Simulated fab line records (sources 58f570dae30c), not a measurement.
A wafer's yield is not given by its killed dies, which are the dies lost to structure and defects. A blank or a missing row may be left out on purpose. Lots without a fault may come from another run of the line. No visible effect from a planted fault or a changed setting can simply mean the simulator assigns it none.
Split-lot experiment	flow berkeley cmos170	on a route of 331 steps: 5 lots, 23 wafers read

THE SPLIT ITSELF
At UCB170_NSD_COAT_01 (resist thk 900 nm), the setting spin rpm was moved away from the recipe's 1500 rpm on 9 of the 23 wafers read, by -3.3% to +4.2%. For the rest of the wafers, this setting stayed at what the recipe calls for.

The reading comes from the split's own step.

THE READING
KrF_of_NSD_COAT_01.thk nm (the simulator's own value, which no gauge read), in nm, at UCB170_NSD_COAT_01 (resist thk 900 nm). The file gives no usual value for it. Here, 14 wafers ran the recipe; their average is 898.3 nm with a standard deviation of 2.6 nm.

wafer	tool, chamber at the split	spin rpm as run, rpm	against the recipe	KrF_of_NSD_COAT_01.thk nm, nm	against lot-mates on the recipe
L075.1	litho track-04, 0	1500	recipe	895.4	-
L075.4	litho track-04, 0	1500	recipe	893.9	-
L075.5	litho track-04, 0	1500	recipe	897.5	-
L074.1	litho track-04, 0	1500	recipe	897.9	-
L074.2	litho track-04, 0	1500	recipe	894.8	-
L074.3	litho track-04, 0	1563	+4.2%	875.6	-21.4
L074.4	litho track-04, 0	1563	+4.2%	877.6	-19.4
L074.6	litho track-04, 0	1500	recipe	898.3	-
L077.1	litho track-03, 0	1500	recipe	902	-
L077.2	litho track-03, 0	1532	+2.1%	890	-12.9
L077.4	litho track-03, 0	1532	+2.1%	893.8	-9.1
L077.5	litho track-03, 0	1532	+2.1%	892.5	-10.4
L077.6	litho track-03, 0	1500	recipe	903.8	-
L080.1	litho track-04, 0	1500	recipe	900.4	-
L080.2	litho track-04, 0	1500	recipe	898.8	-
L080.3	litho track-04, 0	1450	-3.3%	914.8	+15.3
L080.4	litho track-04, 0	1450	-3.3%	912.3	+12.8
L080.5	litho track-04, 0	1500	recipe	899.3	-
L083.1	litho track-01, 0	1500	recipe	898.5	-
L083.2	litho track-01, 0	1538	+2.5%	887.5	-10.7
L083.4	litho track-01, 0	1500	recipe	896.3	-
L083.5	litho track-01, 0	1538	+2.5%	884.3	-13.9
L083.6	litho track-01, 0	1500	recipe	899.7	-

FIT RESULTS
A straight line over all 23 wafers: KrF_of_NSD_COAT_01.thk nm changes by -4.64 nm for each +1% of spin rpm; r = -0.95; the points scatter about the line by 2.8 nm.
The same after taking each lot's own level away (the mean of its wafers on the recipe; 23 wafers): -4.66 nm for each +1%; r = -0.99; scatter 1.5 nm.
On that fit, the largest move of spin rpm shifts the reading by 20 nm.
Measured against the standard deviation above, the lots' own levels, which go from 895.60 to 902.90 nm, span 2.8 times it.
Consequently the slope shifts little with the lot-to-lot level, the two slopes agreeing.
Check: for one of the wafers moved furthest among these (+4.2%), held out of the fit, the line's prediction against its lot-mates is -19.5 nm. It came out at -21.4 nm against them.

FURTHER SPLITS ON THESE WAFERS
Before the reading, these wafers also passed through other splits. Each is held against what the fit with the lots' levels taken away leaves over:
other split on the same wafers	wafers away from the commonest value	r with KrF_of_NSD_COAT_01.thk nm (lot level and that fit taken away)
UCB170_NWELL_CVD_04 pressure mtorr	15	+0.03
UCB170_NWELL_PEB_10 peb temp c	12	+0.03
UCB170_WELLDRIVE_OXIDATION_01 ox time s	18	-0.10
UCB170_ACTIVE_CVD_05 time s	15	+0.01
UCB170_GATE_CVD_04 pressure mtorr	10	-0.04
UCB170_NLDD_COAT_01 resist thk nm	10	-0.35
UCB170_PSD_COAT_01 spin rpm	8	+0.17

THE WHOLE CHAIN: every reading that the file lists as answering this split, in the file's order
step	what it does	reading	change (the file's fit)	r (the file's)
UCB170_NSD_COAT_01	resist thk 900 nm	KrF_of_NSD_COAT_01.thk nm (the simulator's own value, which no gauge read)	-4.71 nm for each +1% of the setting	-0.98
UCB170_NSD_STRIP_09	strips in O2	strip time to endpoint s	withheld for each +1% of the setting, in a fit together with energy kev@NSD_IMPLANT_08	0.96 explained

THE FILE'S OWN FIT
KrF_of_NSD_COAT_01.thk nm changes by -4.71 nm for each +1% of spin rpm, r = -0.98.
